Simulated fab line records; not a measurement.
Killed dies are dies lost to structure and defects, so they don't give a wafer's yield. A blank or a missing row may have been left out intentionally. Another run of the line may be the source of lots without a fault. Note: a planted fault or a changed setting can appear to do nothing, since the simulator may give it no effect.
Split-lot trial ; flow berkeleyCmos170 ; on a route of 331 steps: 5 lots, 23 wafers read

SPLIT DETAILS
At UCB170_GATE_PEB_10, the setting pebTempC was moved away from the recipe's 130 C on 5 of the 23 wafers read, by +1.5% to +2.3%. For the rest of the wafers, this setting stayed at what the recipe calls for.

FROM THE SPLIT TO THE READING: what the file shows between them, 5 steps
- UCB170_GATE_DEVELOP_11: develop time 45 s
- UCB170_GATE_CD_MEAS_12: target cd 350 nm
- UCB170_GATE_ETCH_14: etches BARC in N2/H2
- UCB170_GATE_ETCH_15: etches poly-Si in HBr/Cl2, stops on SiO2, time 56.3 s, target depth 278.2 nm
- UCB170_GATE_STRIP_16: strips in O2

THE READING
cdNm (nm) at UCB170_GATE_CD_MEAS_90, where the cd target is 350 nm. Fault-free wafers of this fab line usually give 350.1 nm, standard deviation 1.5 nm.

wafer;tool, chamber at the split;pebTempC as run, C;against the recipe;cdNm, nm;against lot-mates on the recipe
L076.1;lithoTrack-02, 0;130;recipe;349.9;-
L076.2;lithoTrack-02, 0;130;recipe;348.6;-
L076.3;lithoTrack-02, 0;130;recipe;349.3;-
L076.4;lithoTrack-02, 0;130;recipe;351.6;-
L076.5;lithoTrack-02, 0;130;recipe;349.0;-
L078.1;lithoTrack-03, 0;133;+2.3%;331.1;-17.4
L078.2;lithoTrack-03, 0;130;recipe;347.6;-
L078.3;lithoTrack-03, 0;130;recipe;349.4;-
L078.5;lithoTrack-03, 0;133;+2.3%;333.7;-14.8
L078.6;lithoTrack-03, 0;133;+2.3%;331.6;-16.9
L079.1;lithoTrack-01, 0;130;recipe;349.3;-
L079.4;lithoTrack-01, 0;130;recipe;350.0;-
L079.6;lithoTrack-01, 0;130;recipe;350.8;-
L080.1;lithoTrack-01, 0;130;recipe;348.2;-
L080.2;lithoTrack-01, 0;130;recipe;349.0;-
L080.3;lithoTrack-01, 0;130;recipe;347.7;-
L080.4;lithoTrack-01, 0;130;recipe;347.6;-
L080.6;lithoTrack-01, 0;130;recipe;349.0;-
L081.1;lithoTrack-01, 0;131.9;+1.5%;339.3;-10.7
L081.2;lithoTrack-01, 0;130;recipe;349.9;-
L081.3;lithoTrack-01, 0;130;recipe;349.6;-
L081.5;lithoTrack-01, 0;130;recipe;350.4;-
L081.6;lithoTrack-01, 0;131.9;+1.5%;338.7;-11.3

FIT RESULTS
A straight line over all 23 wafers: cdNm changes by -7.35 nm for each +1% of pebTempC; r = -0.99; the points scatter about the line by 1.1 nm.
The same after taking each lot's own level away (the mean of its wafers on the recipe; 23 wafers): -7.17 nm for each +1%; r = -0.99; scatter 0.84 nm.
Per that fit: largest pebTempC move, reading shift of 17 nm.
From 348.30 to 350.03 nm: that is the span of the lots' own levels, equal to 1.2 times the standard deviation above.
The two slopes agree, so the slope changes little with the lot-to-lot level.
Check: -16.3 nm against its lot-mates is what the line predicts for one of the wafers moved furthest among these (+2.3%) when that wafer is left out of the fit. Against them it came out at -17.4 nm.

OTHER SPLITS APPLIED TO THESE WAFERS
Note: prior to the reading, these wafers also went through further splits. Each is held against what the fit with the lots' levels taken away leaves over:
other split on the same wafers;wafers away from the commonest value;r with cdNm (lot level and that fit taken away)
UCB170_PWELL_CVD_05 timeS;10;+0.04
UCB170_PWELL_COAT_08 resistThkNm;8;+0.30
UCB170_SACOX_OXIDATION_01 oxTimeS;15;+0.07
UCB170_NVT_COAT_01 spinRpm;8;-0.17
UCB170_PVT_IMPLANT_07 energyKev;9;-0.12

THE WHOLE CHAIN: every reading that the file lists as answering this split, in the file's order
step;what it does;reading;change (the file's fit);r (the file's)
UCB170_GATE_CD_MEAS_12;target cd 350 nm;cdNm;-7.28 nm for each +1% of the setting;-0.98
UCB170_GATE_ETCH_15;etches poly-Si in HBr/Cl2, stops on SiO2, time 56.3 s, target depth 278.2 nm;GATE.cdNm (the simulator's own value, which no gauge read);-7.17 nm for each +1% of the setting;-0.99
UCB170_GATE_CD_MEAS_90;target cd 350 nm;cdNm;-7.2 nm for each +1% of the setting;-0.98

FILE'S OWN FIT
cdNm changes by -7.2 nm for each +1% of pebTempC, r = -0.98.
